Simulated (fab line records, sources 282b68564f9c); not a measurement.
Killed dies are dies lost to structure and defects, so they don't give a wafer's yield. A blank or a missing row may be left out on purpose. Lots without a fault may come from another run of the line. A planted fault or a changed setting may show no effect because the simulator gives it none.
Which tool did it? | flow rit_cmos | 14 lots, 42 wafers sampled, at 2 steps of a route of 202

WHAT THE GAUGES READ, wafer by wafer
RIT_ACTIVE_CD_MEAS_11: target cd 1400 nm. Usual: cd_nm 1400.1 nm, standard deviation 1.7.
lot  | measured    | on        | cd_nm (nm)           | flag
L866 | day 1 15:10 | cd_sem-01 | 1398.8 1397.3 1398.7 |
L868 | day 2 01:19 | cd_sem-02 | 1404.1 1400.6 1401.1 |
L870 | day 2 10:34 | cd_sem-02 | 1401.1 1400.4 1400.7 |
L871 | day 2 15:34 | cd_sem-01 | 1401.1 1398.5 1400.3 |
L872 | day 2 22:04 | cd_sem-01 | 1397.9 1399.3 1396.7 |
L873 | day 3 01:46 | cd_sem-02 | 1402.3 1403.3 1400.5 |
L875 | day 3 11:35 | cd_sem-01 | 1401.4 1400.4 1402.7 |
L877 | day 3 21:35 | cd_sem-02 | 1402.7 1401.2 1401.2 |
L878 | day 4 02:58 | cd_sem-01 | 1399.1 1400.3 1399.1 |
L879 | day 4 07:58 | cd_sem-02 | 1399.9 1399.1 1401.0 |
L880 | day 4 12:34 | cd_sem-01 | 1399.8 1400.5 1400.7 |
L886 | day 5 20:15 | cd_sem-01 | 1407.5 1407.6 1407.7 | OFF
L888 | day 6 05:21 | cd_sem-02 | 1399.2 1398.0 1397.9 |
L889 | day 6 10:47 | cd_sem-02 | 1408.0 1403.9 1409.0 | OFF

WHICH TOOL RAN EACH LOT (tool, then ch and the chambers of the sampled wafers, then the start)
lot  | RIT_ACTIVE_COAT_06
L866 | litho_track-02 ch 0, day 1 14:28
L868 | litho_track-01 ch 0, day 2 00:30
L870 | litho_track-01 ch 0, day 2 09:44
L871 | litho_track-02 ch 0, day 2 14:44
L872 | litho_track-03 ch 0, day 2 21:14
L873 | litho_track-03 ch 0, day 3 01:04
L875 | litho_track-02 ch 0, day 3 10:46
L877 | litho_track-02 ch 0, day 3 20:46
L878 | litho_track-02 ch 0, day 4 02:16
L879 | litho_track-01 ch 0, day 4 07:08
L880 | litho_track-01 ch 0, day 4 11:44
L886 | litho_track-02 ch 0, day 5 19:34
L888 | litho_track-01 ch 0, day 6 04:27
L889 | litho_track-02 ch 0, day 6 09:56
- RIT_ACTIVE_COAT_06: resist thk 1000 nm.

WHAT THE TOOLS THEMSELVES READ (means of the sampled wafers that have a number; where no wafer has one, the mark that the record gives instead)
RIT_ACTIVE_COAT_06. Usual: dispense_pressure_kPa 51 kPa, standard deviation 4.1; spin_speed_rpm 3250.6 rpm, standard deviation 2.4.
lot  | tool           | dispense_pressure_kPa (kPa) | spin_speed_rpm (rpm) | flag
L866 | litho_track-02 | 49                          | 3252.2               |
L868 | litho_track-01 | 47                          | 3249.2               |
L870 | litho_track-01 | 47                          | 3250.7               |
L871 | litho_track-02 | 49                          | 3250.1               |
L872 | litho_track-03 | 58                          | 3249.5               |
L873 | litho_track-03 | 58                          | 3250.6               |
L875 | litho_track-02 | 49                          | 3250.2               |
L877 | litho_track-02 | 49                          | 3248.4               |
L878 | litho_track-02 | 49                          | 3252.8               |
L879 | litho_track-01 | 47                          | 3251.0               |
L880 | litho_track-01 | 47                          | 3250.8               |
L886 | litho_track-02 | 49                          | 2854.8               | OFF
L888 | litho_track-01 | 47                          | 3250.5               |
L889 | litho_track-02 | 49                          | 2856.5               | OFF

THE ANSWER, worked out from the rows above alone
Rule: a lot is off if the mean of its wafers that have a number lies more than 3 standard deviations from the usual mean. A lot without any number at a reading at which 4 lots or more have one is off too. The other lots that the step has rows for count as sound. The gauges are gone through in route order, then the tools' own readings, and for those a lot's mean is taken as printed above. The first step at which some lot is off is used, and at that step the reading that is off furthest; a lot without a number counts as furthest.
Off: L886, L889, at RIT_ACTIVE_CD_MEAS_11 (cd_nm).
A tool fits if, at a process step before that reading, it ran every lot that is off, and no sound lot after the first of them. The gauges at RIT_ACTIVE_CD_MEAS_11 aren't tried: what is off there is off at RIT_ACTIVE_COAT_06 too, on other tools, and a gauge's error can't cause that. One fits: litho_track-02 at RIT_ACTIVE_COAT_06. Its last sound lot is L878 (day 4 02:16), its first lot that is off L886 (day 5 19:34): a fault that began between those two fits.
The tool's own readings at RIT_ACTIVE_COAT_06 bear it out: on the lots that are off they differ by more than 5 times the standard deviation of the sound lots' means. spin_speed_rpm reads 2855.7 rpm there against 3250.5 rpm on the sound lots.

WHAT THE SIMULATOR HAD PUT IN
Process parameter drift: litho_track-02, from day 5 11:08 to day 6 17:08, at RIT_ACTIVE_COAT_06. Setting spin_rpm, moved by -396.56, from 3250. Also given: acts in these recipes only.
Lots struck among those shown: L886, L889. The rule above found the same.
